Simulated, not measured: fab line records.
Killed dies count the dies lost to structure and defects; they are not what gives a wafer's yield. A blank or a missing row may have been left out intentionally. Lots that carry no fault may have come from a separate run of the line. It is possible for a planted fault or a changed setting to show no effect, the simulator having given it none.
Which tool did it?    flow rit-cmos    Sampling: 12 lots, 36 wafers, 2 of 202 route steps

## WHAT THE GAUGES READ, wafer by wafer
RIT_SPACER_THK_MEAS_04. Usual: SPACER_NITRIDE_THK gives 249.6 nm (standard deviation 2.2).
lot   measured     on             SPACER_NITRIDE_THK (nm)  flag
L694  day 2 21:56  film-metro-01  246.7 247.1 249.3        
L695  day 3 03:53  film-metro-04  251.8 252.8 250.5        
L696  day 3 09:13  film-metro-01  247.0 249.1 247.1        
L703  day 4 23:52  film-metro-01  245.5 246.0 245.8        
L706  day 5 13:30  film-metro-01  258.8 260.1 260.9        OFF
L707  day 5 22:39  film-metro-03  250.5 248.7 250.3        
L710  day 6 07:23  film-metro-03  249.0 250.8 248.8        
L711  day 6 10:52  film-metro-03  251.4 251.4 250.1        
L712  day 6 16:01  film-metro-03  250.8 251.8 251.7        
L713  day 6 22:09  film-metro-03  250.2 251.7 249.7        
L715  day 7 08:32  film-metro-04  250.6 250.2 249.6        
L716  day 7 11:17  film-metro-04  253.6 253.7 251.2        

## TOOL THAT RAN EACH LOT (tool first, then ch and the chambers of the sampled wafers, then the start)
lot   RIT_SPACER_CVD_03
L694  lpcvd-01 ch 1, day 2 19:59
L695  lpcvd-02 ch 1, day 3 01:58
L696  lpcvd-02 ch 0, day 3 07:19
L703  lpcvd-01 ch 0, day 4 20:59
L706  lpcvd-01 ch 0, day 5 11:35
L707  lpcvd-02 ch 1, day 5 20:43
L710  lpcvd-02 ch 0, day 6 05:28
L711  lpcvd-02 ch 0, day 6 08:57
L712  lpcvd-02 ch 1, day 6 14:05
L713  lpcvd-02 ch 0, day 6 20:14
L715  lpcvd-02 ch 0, day 7 06:37
L716  lpcvd-02 ch 0, day 7 09:22
- RIT_SPACER_CVD_03: deposits Si3N4 from SiH2Cl2/NH3, target thk 250 nm, time 3300 s.

## WHAT THE TOOLS THEMSELVES READ (means of the sampled wafers that have a number; where no wafer has one, the mark that the record gives instead)
RIT_SPACER_CVD_03. Usual: pressure-mtorr 299.9 mTorr, standard deviation 0.51; zone-power-centre-pct 37.4 %, standard deviation 2.8.
lot   tool      pressure-mtorr (mTorr)  zone-power-centre-pct (%)  flag
L694  lpcvd-01  299.5                   32.4                       
L695  lpcvd-02  300.2                   37.0                       
L696  lpcvd-02  300.3                   39.9                       
L703  lpcvd-01  299.7                   39.1                       
L706  lpcvd-01  359.5                   39.1                       OFF
L707  lpcvd-02  300.0                   37.4                       
L710  lpcvd-02  299.4                   40.1                       
L711  lpcvd-02  300.3                   40.1                       
L712  lpcvd-02  300.0                   37.2                       
L713  lpcvd-02  300.2                   40.2                       
L715  lpcvd-02  299.5                   40.0                       
L716  lpcvd-02  299.6                   39.2                       

## THE ANSWER, worked out from the rows above alone
Rule: take the mean of a lot's wafers that have a number; if it is more than 3 standard deviations from the usual mean, the lot is off. A lot without any number at a reading at which 4 lots or more have one is off too. Any other lot the step has rows for is counted as sound. The gauges are gone through in route order, then the tools' own readings, and for those a lot's mean is taken as printed above. The first step at which some lot is off is used, and at that step the reading that is off furthest; a lot without a number counts as furthest.
Off: L706, at RIT_SPACER_THK_MEAS_04 (SPACER_NITRIDE_THK).
A tool fits if, at a process step before that reading, it ran every lot that is off, and no sound lot after the first of them. Not tried: the gauges at RIT_SPACER_THK_MEAS_04; whatever is off there is also off at RIT_SPACER_CVD_03, on other tools, and gauge error can't account for it. One fits: RIT_SPACER_CVD_03 on lpcvd-01. Its last sound lot is L703 (day 4 20:59), its first lot that is off L706 (day 5 11:35): a fault that began between those two fits.
The tool's own readings at RIT_SPACER_CVD_03 bear it out: on the lots that are off they differ by more than 5 times the standard deviation of the sound lots' means. pressure-mtorr reads 359.5 mTorr there against 299.9 mTorr on the sound lots.

## WHAT THE SIMULATOR HAD PUT IN
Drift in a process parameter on lpcvd-01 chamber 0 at RIT_SPACER_CVD_03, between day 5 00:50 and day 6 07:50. From 300, the setting pressure-mtorr moved by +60. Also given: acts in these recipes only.
Struck lots among those shown: L706. The rule above found the same.
